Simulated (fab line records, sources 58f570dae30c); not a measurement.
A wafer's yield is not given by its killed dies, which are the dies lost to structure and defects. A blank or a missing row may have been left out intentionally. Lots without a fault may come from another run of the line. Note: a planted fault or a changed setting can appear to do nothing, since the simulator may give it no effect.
Which tool is to blame?    flow berkeley-cmos170    15 lots, 45 wafers sampled, at 2 steps of a route of 331

== WHAT THE GAUGES READ, wafer by wafer ==
UCB170_PWELL_OVL_MEAS_13. Usual: PWELL_OVL typically reads 4 nm, with standard deviation 5.6.
lot   measured     on          PWELL_OVL (nm)  flag
L186  day 2 22:58  overlay-01  10 8 -1         
L187  day 3 05:01  overlay-01  5 -8 12         
L191  day 4 00:31  overlay-02  5 12 13         
L192  day 3 22:19  overlay-02  4 1 9           
L193  day 4 14:44  overlay-02  -6 -1 -3        
L194  day 4 15:07  overlay-01  1 3 1           
L195  day 4 19:23  overlay-01  13 11 6         
L197  day 5 04:52  overlay-02  -1 0 4          
L198  day 5 13:57  overlay-02  -3 -3 4         
L199  day 5 19:29  overlay-02  11 12 8         
L200  day 6 05:33  overlay-02  6 5 13          
L201  day 6 16:10  overlay-02  -2 -2 2         
L202  day 6 16:10  overlay-01  3 3 2           
L204  day 6 23:11  overlay-02  3 11 7          
L209  day 7 22:19  overlay-02  12 6 6          

== TOOL THAT RAN EACH LOT (tool first, then ch and the chambers of the sampled wafers, then the start) ==
lot   UCB170_ZERO_ETCH_06
L186  rie-diel-02 ch 0,1,3, day 1 17:11
L187  rie-diel-01 ch 0,2,3, day 1 23:42
L191  rie-diel-02 ch 0,3, day 2 22:04
L192  rie-diel-01 ch 2,3, day 3 01:04
L193  rie-diel-02 ch 0,2, day 3 05:26
L194  rie-diel-01 ch 2,3, day 3 09:00
L195  rie-diel-04 ch 0,1,3, day 3 16:43
L197  rie-diel-02 ch 2,3, day 4 01:26
L198  rie-diel-04 ch 0,1,2, day 4 08:47
L199  rie-diel-01 ch 1,2, day 4 13:01
L200  rie-diel-01 ch 1,2,3, day 4 18:10
L201  rie-diel-01 ch 0,1,2, day 4 22:05
L202  rie-diel-02 ch 0,2,3, day 5 01:26
L204  rie-diel-01 ch 2,3, day 5 13:21
L209  rie-diel-02 ch 1,3, day 6 19:40
- UCB170_ZERO_ETCH_06: etches SiO2 in CHF3/CF4/Ar, time 12 s.

== WHAT THE TOOLS THEMSELVES READ (means of the sampled wafers that have a number; where no wafer has one, the mark that the record gives instead) ==
UCB170_ZERO_ETCH_06. Usual: drypump-motor-current-A 6.0 A, standard deviation 0.55; oes-product-au 0.619 a.u., standard deviation 0.0085; rf-fwd-power-W 491.9 W, standard deviation 2.4; throttle-valve-pct 9.19 %, standard deviation 0.15.
lot   tool         drypump-motor-current-A (A)  oes-product-au (a.u.)  rf-fwd-power-W (W)  throttle-valve-pct (%)  flag
L186  rie-diel-02  6.3                          0.616                  490.8               9.26                    
L187  rie-diel-01  5.9                          0.619                  493.1               9.04                    
L191  rie-diel-02  5.9                          0.613                  491.5               9.16                    
L192  rie-diel-01  5.8                          0.624                  494.6               9.06                    
L193  rie-diel-02  6.4                          0.616                  490.8               9.34                    
L194  rie-diel-01  6.0                          0.623                  492.4               9.09                    
L195  rie-diel-04  5.6                          0.623                  492.0               9.21                    
L197  rie-diel-02  6.1                          0.607                  490.3               9.28                    
L198  rie-diel-04  5.5                          0.618                  493.9               9.18                    
L199  rie-diel-01  6.3                          0.629                  492.1               9.19                    
L200  rie-diel-01  6.1                          0.624                  490.9               9.16                    
L201  rie-diel-01  6.2                          0.631                  490.8               9.13                    
L202  rie-diel-02  6.2                          0.611                  490.8               9.26                    
L204  rie-diel-01  6.0                          0.622                  491.9               9.09                    
L209  rie-diel-02  6.4                          0.619                  491.4               9.30                    

== THE ANSWER, worked out from the rows above alone ==
Rule: lot off if the mean of its wafers having a number is beyond 3 standard deviations from the usual mean. Also off: a lot with no number at a reading for which 4 or more lots have one. All remaining lots with rows at the step are treated as sound. The gauges are gone through in route order, then the tools' own readings, and for those a lot's mean is taken as printed above. At the first step where some lot is off, the reading lying furthest off is the one used; lots without a number count as furthest.
Nothing can be told from this: no lot is off at any reading shown.

== WHAT THE SIMULATOR HAD INSERTED ==
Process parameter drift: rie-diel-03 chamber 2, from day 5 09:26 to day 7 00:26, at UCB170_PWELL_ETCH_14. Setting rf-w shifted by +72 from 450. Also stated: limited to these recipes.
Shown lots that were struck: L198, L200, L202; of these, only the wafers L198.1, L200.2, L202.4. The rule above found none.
